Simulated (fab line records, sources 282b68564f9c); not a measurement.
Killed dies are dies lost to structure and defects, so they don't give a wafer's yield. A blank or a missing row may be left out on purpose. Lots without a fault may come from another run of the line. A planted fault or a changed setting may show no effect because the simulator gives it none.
fab line records | flow rit_cmos
record lots=6 wafers=18 last_day=7
route steps=202 shown PLDD@120 SPACER@125 NSD@131 M1@202
lots that met no fault: from a run of the same line without faults
start_h: hours from the record's first day to the start of the lot's first wafer shown | wait_h: hours since the lot's step before | " the same as in the row above | L1.1+2: a row that stands for several wafers | - no value, or no start given | * or withheld: withheld | < > ~ a bound
route shown NAME@n: a module of which the file shows steps, and the number in the route of the first | usual: mean/standard deviation of fault-free wafers | same: alike in all rows | chamber/n: place in a boat | sites: the reading at each site | _std_site: their standard deviation | _edge_site: outer sites' mean less inner sites' | radius_mm: how far each site lies from the wafer's centre | mask NAME#n: copy n | behind: the tool/chamber that last shaped the wafer | hold: why the lot was held/for how many hours/how that ended | device: the transistor (n, p or np) that didn't switch | end of line: the same wafers' tests at the end of the route | a step without rows: its recipe alone | killed: dies lost to structure and defects at the first sort, not the wafer's yield | map: a wafer's dies, x killed, . not, _ none there
set.NAME: the setting as run; set.NAME@STEP: as run at that earlier step | model.NAME: the simulator's own value behind a step, which no gauge read
lots at some steps of the route; a table a step, a row a wafer
services: from which hour (start_h, from the record's first day; less than 0 if before it) a tool's chamber was out of use, for how many hours, and why
## steps
# step RIT_PLDD_OVL_MEAS_06
# usual PLDD_OVL=0.6/1.3
# columns lot.wafer tool chamber start_h wait_h PLDD_OVL[nm]
L332.2 overlay-02 - 59.42 - -0.1
L332.3 " - " " 0.2
L332.4 " - " " -1.1
L334.3 overlay-02 - 68.82 - 2.4
L334.5 " - " " 1.9
L334.6 " - " " 2.4
L337.1 overlay-01 - 84.72 - 1.6
L337.3 " - " " -0.1
L337.4 " - " " -0.1
L341.3 overlay-02 - 106.35 - 0.7
L341.5 " - " " 1.6
L341.6 " - " " 1.5
L349.4 overlay-01 - 146.55 - 0.3
L349.5 " - " " 0.2
L349.6 " - " " 0.3
L350.1 overlay-02 - 148.85 - 1.4
L350.2 " - " " 1.1
L350.3 " - " " 1.3
# step RIT_PLDD_HARDBAKE_07
# recipe resist=NOVOLAK temp_c=140 time_s=60
# step RIT_PLDD_IMPLANT_08
# recipe species=BF2 energy_kev=20.28 dose_cm2=9e+14 tilt_deg=7
# step RIT_PLDD_STRIP_09
# recipe chemistry=O2 time_s=180 resist=NOVOLAK platen_temp_c=withheld power_w=500 pressure_mtorr=4000 o2_flow_sccm=4000
# usual drypump_motor_current_A=5.8/0.67
# columns lot.wafer tool chamber start_h wait_h drypump_motor_current_A rf_hours_counter_h
L332.2 plasma_asher-02 1 59.75 0.1 6.5 25
L332.3 " 1 " " 6.6 -
L332.4 " 0 " " 6.2 -
L334.3 plasma_asher-02 0 69.20 0.1 6.1 -
L334.5 " 1 " " 6.6 -
L334.6 " 0 " " 6.1 -
L337.1 plasma_asher-03 1 85.06 0.1 4.9 43
L337.3 " 0 " " 6.2 -
L337.4 " 1 " " 4.9 -
L341.3 plasma_asher-01 1 106.73 0.1 5.6 -
L341.5 " 1 " " 5.6 -
L341.6 " 0 " " 6.7 -
L349.4 plasma_asher-02 1 146.92 0.1 6.6 -
L349.5 " 1 " " 6.6 -
L349.6 " 0 " " 6.1 -
L350.1 plasma_asher-01 1 149.18 0.1 5.6 51
L350.2 " 0 " " 6.7 51
L350.3 " 0 " " 6.7 -
# step RIT_PLDD_TW_MEAS_10
# usual PLDD_TW=2393/16
# columns lot.wafer tool chamber start_h wait_h PLDD_TW
L332.2 film_metro-02 - 59.93 0.1 2387
L332.3 " - " " 2399
L332.4 " - " " 2378
L334.3 film_metro-03 - 69.34 0.1 2380
L334.5 " - " " 2361
L334.6 " - " " 2381
L337.1 film_metro-04 - 85.23 0.1 2395
L337.3 " - " " 2413
L337.4 " - " " 2395
L341.3 film_metro-04 - 106.87 0.1 2404
L341.5 " - " " 2415
L341.6 " - " " 2415
L349.4 film_metro-02 - 147.07 0.1 2372
L349.5 " - " " 2377
L349.6 " - " " 2384
L350.1 film_metro-03 - 149.36 0.1 2400
L350.2 " - " " 2384
L350.3 " - " " 2391
# step RIT_SPACER_CLEAN_00
# recipe chemistry=SC1 mix=3:3:50 time_s=600 temp_c=75
# step RIT_SPACER_CLEAN_01
# recipe chemistry=dHF dilution=50:1 time_s=30
# step RIT_SPACER_CLEAN_02
# recipe chemistry=SC2 mix=3:3:50 time_s=600 temp_c=75 dry=n2_spin
# step RIT_SPACER_CVD_03
# recipe material=Si3N4 target_thk_nm=250 temp_c=810 precursor=SiH2Cl2/NH3 time_s=3300 pressure_mtorr=300 sih2cl2_flow_sccm=60 nh3_flow_sccm=150
# step RIT_SPACER_THK_MEAS_04
# recipe reads=Si3N4_of_SPACER_CVD_03
# usual SPACER_NITRIDE_THK=250.3/2.4
# columns lot.wafer tool chamber start_h wait_h SPACER_NITRIDE_THK[nm]
L332.2 film_metro-01 - 62.48 0.0 254.1
L332.3 " - " " 255.2
L332.4 " - " " 254.3
L334.3 film_metro-04 - 71.68 0.0 248.8
L334.5 " - " " 249.1
L334.6 " - " " 249.5
L337.1 film_metro-03 - 87.95 0.0 251.2
L337.3 " - " " 250.5
L337.4 " - " " 251.1
L341.3 film_metro-04 - 109.91 0.0 252.8
L341.5 " - " " 253.5
L341.6 " - " " 252.5
L349.4 film_metro-04 - 150.55 0.0 247.3
L349.5 " - " " 249.5
L349.6 " - " " 247.1
L350.1 film_metro-04 - 153.39 0.0 249.9
L350.2 " - " " 253.0
L350.3 " - " " 251.7
# step RIT_SPACER_ETCHBACK_05
# recipe target_depth_a=2500 SF6_flow_sccm=30 CHF3_flow_sccm=30 target=Si3N4 chemistry=SF6/CHF3 pressure_mtorr=40 rf_w=250 time_s=240 stop_on=SiO2
# usual drypump_motor_current_A=5.8/0.68 oes_product_au=0.840/0.015 throttle_valve_pct=10.23/0.13
# columns lot.wafer tool chamber start_h wait_h drypump_motor_current_A oes_product_au rf_hours_counter_h throttle_valve_pct
L332.2 rie_diel-01 3 62.53 0.0 6.4 0.880 23 10.16
L332.3 " 0 " " 5.2 0.872 158 10.09
L332.4 " 2 " " 5.2 0.830 18 10.32
L334.3 rie_diel-04 2 71.72 0.0 5.3 0.838 105 10.46
L334.5 " 1 " " 4.7 0.827 - 10.30
L334.6 " 0 " " 6.2 0.822 - 10.20
L337.1 rie_diel-02 3 88.01 0.1 6.2 0.833 22 10.25
L337.3 " 2 " " 5.6 0.846 5 10.34
L337.4 " 0 " " 6.5 0.842 35 10.09
L341.3 rie_diel-01 3 109.95 0.0 6.4 0.866 24 10.15
L341.5 " 1 " " 6.6 0.838 - 10.26
L341.6 " 2 " " 5.1 0.820 - 10.34
L349.4 rie_diel-01 0 150.58 0.0 5.2 0.836 0 10.12
L349.5 " 2 " " 5.2 0.822 - 10.34
L349.6 " 1 " " 6.6 0.835 - 10.25
L350.1 rie_diel-04 2 153.45 0.1 5.3 0.840 107 10.45
L350.2 " 1 " " 4.7 0.847 74 10.30
L350.3 " 3 " " 6.4 0.836 4 9.94
# step RIT_NSD_HMDS_00
# recipe prime_time_s=60 prime_temp_c=140
# step RIT_NSD_COAT_01
# recipe resist=NOVOLAK spin_rpm=3250 resist_thk_nm=1000
# usual spin_speed_rpm=3250.0/2.5
# columns lot.wafer tool chamber start_h wait_h spin_speed_rpm model.NOVOLAK_of_NSD_COAT_01.thk_nm
L332.2 litho_track-01 0 62.86 0.1 3253.1 1003
L332.3 " 0 " " 3252.8 1002
L332.4 " 0 " " 3253.7 1004
L334.3 litho_track-04 0 72.07 0.1 3255.0 1001
L334.5 " 0 " " 3252.1 1003
L334.6 " 0 " " 3252.3 1000
L337.1 litho_track-03 0 88.31 0.1 3252.6 1001
L337.3 " 0 " " 3252.0 999.4
L337.4 " 0 " " 3247.1 1002
L341.3 litho_track-01 0 110.30 0.1 3251.4 1001
L341.5 " 0 " " 3250.9 999.5
L341.6 " 0 " " 3249.3 999.3
L349.4 litho_track-04 0 150.95 0.1 3172.3 1011
L349.5 " 0 " " 3171.2 1011
L349.6 " 0 " " 3171.6 1012
L350.1 litho_track-04 0 153.75 0.1 3169.8 1016
L350.2 " 0 " " 3169.0 1016
L350.3 " 0 " " 3167.5 1018
# step RIT_NSD_SOFTBAKE_02
# recipe resist=NOVOLAK temp_c=90 time_s=61.69
# usual plate_sensor_t_centre_C=90.969/0.011 plate_sensor_t_edge_C=91.022/0.01
# columns lot.wafer tool chamber start_h wait_h plate_sensor_t_centre_C plate_sensor_t_edge_C
L332.2 litho_track-01 0 63.01 0.1 90.952 91.025
L332.3 " 0 " " 90.972 91.022
L332.4 " 0 " " 90.950 91.017
L334.3 litho_track-04 0 72.22 0.1 90.974 91.014
L334.5 " 0 " " 90.969 91.030
L334.6 " 0 " " 90.984 91.017
L337.1 litho_track-03 0 88.46 0.1 90.973 91.037
L337.3 " 0 " " 90.962 91.038
L337.4 " 0 " " 90.966 91.026
L341.3 litho_track-01 0 110.45 0.1 90.965 91.009
L341.5 " 0 " " 90.959 91.026
L341.6 " 0 " " 90.983 91.017
L349.4 litho_track-04 0 151.10 0.1 90.971 91.041
L349.5 " 0 " " 90.969 91.025
L349.6 " 0 " " 91.002 91.030
L350.1 litho_track-04 0 153.90 0.1 90.979 91.033
L350.2 " 0 " " 90.953 91.028
L350.3 " 0 " " 90.968 91.013
# step RIT_NSD_EXPOSE_03
# recipe mask_id=M9 na=0.57 target_cd_nm=40700 dose_mj=250
# step RIT_NSD_PEB_04
# recipe resist=NOVOLAK temp_c=withheld time_s=withheld
# step RIT_NSD_DEVELOP_05
# recipe resist=NOVOLAK develop_time_s=50 dev_temp_c=23
# step RIT_NSD_OVL_MEAS_06
# usual NSD_OVL=1.4/1.3
# columns lot.wafer tool chamber start_h wait_h NSD_OVL[nm]
L332.2 overlay-02 - 63.54 - 2.3
L332.3 " - " " 0.7
L332.4 " - " " 1.7
L334.3 overlay-02 - 72.74 - -1.6
L334.5 " - " " 0.6
L334.6 " - " " 0.5
L337.1 overlay-02 - 89.01 - 4.6
L337.3 " - " " 4.3
L337.4 " - " " 3.3
L341.3 overlay-01 - 111.11 - 0.2
L341.5 " - " " 1.1
L341.6 " - " " 1.1
L349.4 overlay-02 - 151.75 - 2.1
L349.5 " - " " 2.5
L349.6 " - " " 1.2
L350.1 overlay-01 - 154.58 - 0.7
L350.2 " - " " 1.3
L350.3 " - " " -1.1
# step RIT_NSD_HARDBAKE_07
# recipe resist=NOVOLAK temp_c=140 time_s=60
# columns lot.wafer tool chamber start_h wait_h model.NOVOLAK_of_NSD_COAT_01.thk_nm
L332.2 litho_track-01 0 63.59 0.0 886.7
L332.3 " 0 " " 885.3
L332.4 " 0 " " 887.3
L334.3 litho_track-01 0 72.81 0.1 885
L334.5 " 0 " " 886.1
L334.6 " 0 " " 883.9
L337.1 litho_track-04 0 89.05 0.0 885
L337.3 " 0 " " 883.3
L337.4 " 0 " " 885.6
L341.3 litho_track-04 0 111.19 0.1 884.5
L341.5 " 0 " " 883.4
L341.6 " 0 " " 883.1
L349.4 litho_track-01 0 151.84 0.1 893.4
L349.5 " 0 " " 893.5
L349.6 " 0 " " 894.4
L350.1 litho_track-01 0 154.61 0.0 898.1
L350.2 " 0 " " 897.4
L350.3 " 0 " " 899.2
# step RIT_NSD_IMPLANT_08
# recipe species=P energy_kev=25 dose_cm2=1e+15 tilt_deg=7
# step RIT_M1_PROBE_99
# usual killed_at_M0_to_M3=0.1/0.34 killed_at_front_end=7/3.1 killed_dies=7/3.1 killed_open=3.5/1.9 killed_short=3.4/2.1
# same gross_dies=264 killed_at_M4_up=0 killed_at_back_side=0 killed_at_contacts=0 killed_at_other=0
# columns lot.wafer tool chamber start_h wait_h killed_at_M0_to_M3 killed_at_front_end killed_dies killed_open killed_short
L334.3 prober-01 - 83.77 0.2 0 11 11 5 6
L334.5 prober-01 - 83.87 0.2 0 3 3 1 2
L334.6 prober-01 - 83.92 0.2 0 6 6 3 3
L337.1 prober-02 - 100.35 0.1 1 8 9 2 7
L337.3 prober-02 - 100.45 0.2 0 5 5 3 2
L337.4 prober-02 - 100.50 0.2 0 9 9 6 3
L341.3 prober-02 - 122.07 0.2 0 6 6 4 2
L341.5 prober-02 - 122.17 0.2 0 7 7 2 5
L341.6 prober-02 - 122.22 0.2 0 2 2 0 2
L349.4 prober-02 - 162.35 0.2 0 9 9 4 5
L349.5 prober-02 - 162.40 0.2 0 9 9 3 6
L349.6 prober-02 - 162.45 0.2 0 10 10 5 5
L350.1 prober-01 - 164.76 0.1 0 9 9 6 3
L350.2 prober-01 - 164.81 0.1 0 5 5 4 1
L350.3 prober-01 - 164.86 0.2 0 5 5 4 1
# killed by level:class
L334.3 GATE:geometric_particle:short=4 FOX1:geometric_particle:open=2 FOX2:geometric_particle:open=1 GATE:geometric_particle:open=1 SPACER:geometric_particle:short=1 SPACER:geometric_particle:open=1 SILICIDE:geometric_particle:short=1
L334.5 GATE:geometric_particle:short=2 FOX1:geometric_particle:open=1
L334.6 FOX2:geometric_particle:open=2 GATE:geometric_particle:short=1 REOX:geometric_particle:short=1 REOX:geometric_particle:open=1 SPACER:geometric_particle:short=1
L337.1 SILICIDE:geometric_particle:short=3 FOX1:geometric_particle:short=2 GATE:geometric_particle:short=2 SILICIDE:geometric_particle:open=1 M1:geometric_particle:open=1
L337.3 GATE:geometric_particle:open=2 FOX1:geometric_particle:short=1 REOX:geometric_particle:open=1 SILICIDE:geometric_particle:short=1
L337.4 REOX:geometric_particle:open=3 FOX1:geometric_particle:short=2 FOX1:geometric_particle:open=1 GATE:geometric_particle:open=1 GATE:geometric_particle:short=1 SILICIDE:geometric_particle:open=1
L341.3 FOX1:geometric_particle:short=1 FOX2:geometric_particle:open=1 GATE:geometric_particle:short=1 GATE:geometric_particle:open=1 SPACER:geometric_particle:open=1 SILICIDE:geometric_particle:open=1
L341.5 GATE:geometric_particle:short=2 REOX:geometric_particle:short=2 FOX2:geometric_particle:open=1 GATE:geometric_particle:open=1 SPACER:geometric_particle:short=1
L341.6 FOX1:geometric_particle:short=1 REOX:geometric_particle:short=1
L349.4 GATE:geometric_particle:short=3 FOX1:geometric_particle:open=2 REOX:geometric_particle:short=2 REOX:geometric_particle:open=1 FOX2:geometric_particle:open=1
L349.5 GATE:geometric_particle:short=3 FOX2:geometric_particle:short=2 GATE:geometric_particle:open=2 ACTIVE:geometric_particle:open=1 SPACER:geometric_particle:short=1
L349.6 GATE:geometric_particle:short=3 GATE:geometric_particle:open=3 FOX2:geometric_particle:short=1 REOX:geometric_particle:open=1 SPACER:geometric_particle:open=1 SILICIDE:geometric_particle:short=1
L350.1 GATE:geometric_particle:open=2 SILICIDE:geometric_particle:open=2 FOX1:geometric_particle:open=1 FOX2:geometric_particle:open=1 GATE:geometric_particle:short=1 REOX:geometric_particle:short=1 SILICIDE:geometric_particle:short=1
L350.2 FOX1:geometric_particle:open=2 FOX1:geometric_particle:short=1 GATE:geometric_particle:open=1 REOX:geometric_particle:open=1
L350.3 GATE:geometric_particle:open=3 GATE:geometric_particle:short=1 REOX:geometric_particle:open=1
## services
# columns tool chamber start_h hours kind
plasma_asher-02 - 38.91 14.6 pm
rie_diel-01 - 39.73 0.3 repair
plasma_asher-01 - 59.59 11.9 repair
rie_diel-02 - 72.63 2.8 pm
rie_diel-04 - 75.68 0.6 repair
rie_diel-04 1 97.35 7.6 repair
rie_diel-04 0 101.10 4.5 repair
rie_diel-01 0 106.33 - clean
rie_diel-01 0 106.33 22.8 scheduled_down
rie_diel-01 0 106.33 22.8 vent_cycle
rie_diel-04 3 109.76 2.6 repair
rie_diel-04 0 121.56 1.8 repair
rie_diel-02 - 146.66 1.0 repair
## key
first_sign step=RIT_NSD_COAT_01 reading=spin_speed_rpm direction=down sigmas=32 usual=3250.0 struck=3170.2
effect none on later readings
model_effect step=RIT_NSD_COAT_01 value=NOVOLAK_of_NSD_COAT_01.thk_nm without=1001 struck=1014
model_effect step=RIT_NSD_HARDBAKE_07 value=NOVOLAK_of_NSD_COAT_01.thk_nm without=885 struck=896
met_at RIT_NSD_COAT_01
struck_wafers L349.4,L349.5,L349.6,L350.1,L350.2,L350.3
tester_left_out L349,L350
onset_between 72.07 150.95
fault kind=process_parameter_drift tool=litho_track-04 chamber=- onset_h=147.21 steps=RIT_NSD_COAT_01 channel=spin_rpm offset=-80.357 shape=step end_h=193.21 acts_in=these_recipes_only stated=3250
# tester_left_out: of these lots the tester's yield and bins aren't shown, on N5 and GAA mostly nor the transistor test; their killed dies are dies lost to structure and defects alone, not to doping, threshold or leakage, so they don't give the yield
